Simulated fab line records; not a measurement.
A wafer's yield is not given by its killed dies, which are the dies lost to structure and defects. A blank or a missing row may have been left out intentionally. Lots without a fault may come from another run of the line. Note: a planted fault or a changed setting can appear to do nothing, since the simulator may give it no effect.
fab line records	flow berkeley_cmos170
[record] lots = 5	wafers = 23
route steps=331 shown M3@327
start_h: hours from the record's opening day to when the first of the lot's shown wafers began	wait_h: hours elapsed since this lot's preceding step	" unchanged from the row above	L1.1+2: a single row standing in for several wafers	- no value, or no start given	* or withheld: withheld	< > ~ a bound
route shown NAME@n: NAME is a module with steps in the file, n the number in the route of the first one	usual: mean and standard deviation over wafers with no fault	same: alike in all rows	chamber/n: place in a boat	sites: readings site by site	_std_site: the standard deviation of these	_edge_site: inner sites' mean taken away from outer sites' mean	radius_mm: how far each site lies from the wafer's centre	mask NAME#n: copy n	behind: tool/chamber where the wafer was last shaped	hold: why the lot went on hold/how many hours it stayed there/how the hold came to an end	device: names the non-switching transistor (n, p or np)	end of line: tests run on the same wafers once the route is complete	for a step that has no rows: nothing shown but its recipe	killed: at the first sort, the dies lost to defects and structure; wafer yield is something else	map: dies across one wafer; x = killed, . = not, _ = none there
set.NAME: setting as actually run; set.NAME@STEP: the setting as run at that earlier step	model.NAME: the simulator's own value behind a step, which no gauge read
one table per step and one row per wafer, for lots whose settings were changed on purpose
[[steps]]
[step UCB170_M3_METAL_ETCH_18]
[recipe] chemistry = Cl2/BCl3	target = Al	stop_on = SiO2	pressure_mtorr = 12	target_depth_a = 11700	over_etch_frac = 0.3	time_s = 195	icp_w = 600	bias_w = 120	Cl2_flow_sccm = 90	bcl3_flow_sccm = 45
lot.wafer	tool	chamber	start_h	wait_h	set.over_etch_frac	model.KrF_of_M3_COAT_10.thk_nm	model.SiO2_of_V2_CVD_00.thk_nm
L076.1	rie_metal-01	0	162.54	-	0.3	228	940.4
L076.2	"	1	"	"	0.3	221.5	939.8
L076.3	"	1	"	"	0.2401	255.4	943.4
L076.4	"	0	"	"	0.2401	262.2	944.6
L076.5	"	1	"	"	0.3	223.3	940.4
L075.2	rie_metal-03	1	163.95	-	0.3	234.8	939.9
L075.3	"	1	"	"	0.3893	188	934.5
L075.4	"	0	"	"	0.3893	171.2	934.3
L075.5	"	1	"	"	0.3	232.6	939.9
L075.6	"	0	"	"	0.3	212.2	938.5
L079.1	rie_metal-02	0	192.33	-	0.2371	235.1	940.9
L079.3	"	1	"	"	0.2371	233.6	939.5
L079.4	"	0	"	"	0.2371	235	942.1
L079.5	"	0	"	"	0.3	201.3	937.2
L079.6	"	1	"	"	0.3	207.9	939
L082.1	rie_metal-02	1	193.76	-	0.3	219.3	938.6
L082.3	"	1	"	"	0.3	216.5	938.7
L082.4	"	0	"	"	0.3	220.7	938.9
L082.5	"	0	"	"	0.3272	202.6	935.8
L082.6	"	1	"	"	0.3272	204.9	937.1
L084.2	rie_metal-01	0	216.99	-	0.3	235.8	939.8
L084.5	"	0	"	"	0.3	233.2	941.3
L084.6	"	1	"	"	0.3	216.3	939.7
[step UCB170_M3_STRIP_19]
[recipe] chemistry = O2	power_w = 400	pressure_mtorr = 3500	platen_temp_c = withheld	o2_flow_sccm = 400	overash_fraction = 0.5
[usual] oes_product_au = 0.551/0.01
lot.wafer	tool	chamber	start_h	wait_h	set.over_etch_frac@M3_METAL_ETCH_18	oes_product_au
L076.1	plasma_asher-02	0	162.72	0.1	0.3	0.557
L076.2	"	1	"	"	0.3	0.550
L076.3	"	0	"	"	0.2401	0.583
L076.4	"	1	"	"	0.2401	0.596
L076.5	"	0	"	"	0.3	0.552
L075.2	plasma_asher-02	0	164.13	0.1	0.3	0.569
L075.3	"	1	"	"	0.3893	0.515
L075.4	"	0	"	"	0.3893	0.506
L075.5	"	1	"	"	0.3	0.564
L075.6	"	0	"	"	0.3	0.544
L079.1	plasma_asher-02	0	192.51	0.1	0.2371	0.565
L079.3	"	0	"	"	0.2371	0.568
L079.4	"	1	"	"	0.2371	0.569
L079.5	"	1	"	"	0.3	0.533
L079.6	"	0	"	"	0.3	0.543
L082.1	plasma_asher-04	0	193.95	0.1	0.3	0.560
L082.3	"	1	"	"	0.3	0.550
L082.4	"	0	"	"	0.3	0.552
L082.5	"	1	"	"	0.3272	0.538
L082.6	"	0	"	"	0.3272	0.537
L084.2	plasma_asher-02	1	217.18	0.1	0.3	0.573
L084.5	"	1	"	"	0.3	0.564
L084.6	"	0	"	"	0.3	0.545
[[key]]
[split] step = UCB170_M3_METAL_ETCH_18	setting = over_etch_frac	stated = 0.3	by = wafer
[response] step = UCB170_M3_METAL_ETCH_18	reading = model.KrF_of_M3_COAT_10.thk_nm	change = -1.58	per = 1%	r = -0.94
[response] step = UCB170_M3_METAL_ETCH_18	reading = model.SiO2_of_V2_CVD_00.thk_nm	change = -0.169	per = 1%	r = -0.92
[response] step = UCB170_M3_STRIP_19	reading = oes_product_au	change = -0.00162	per = 1%	r = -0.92
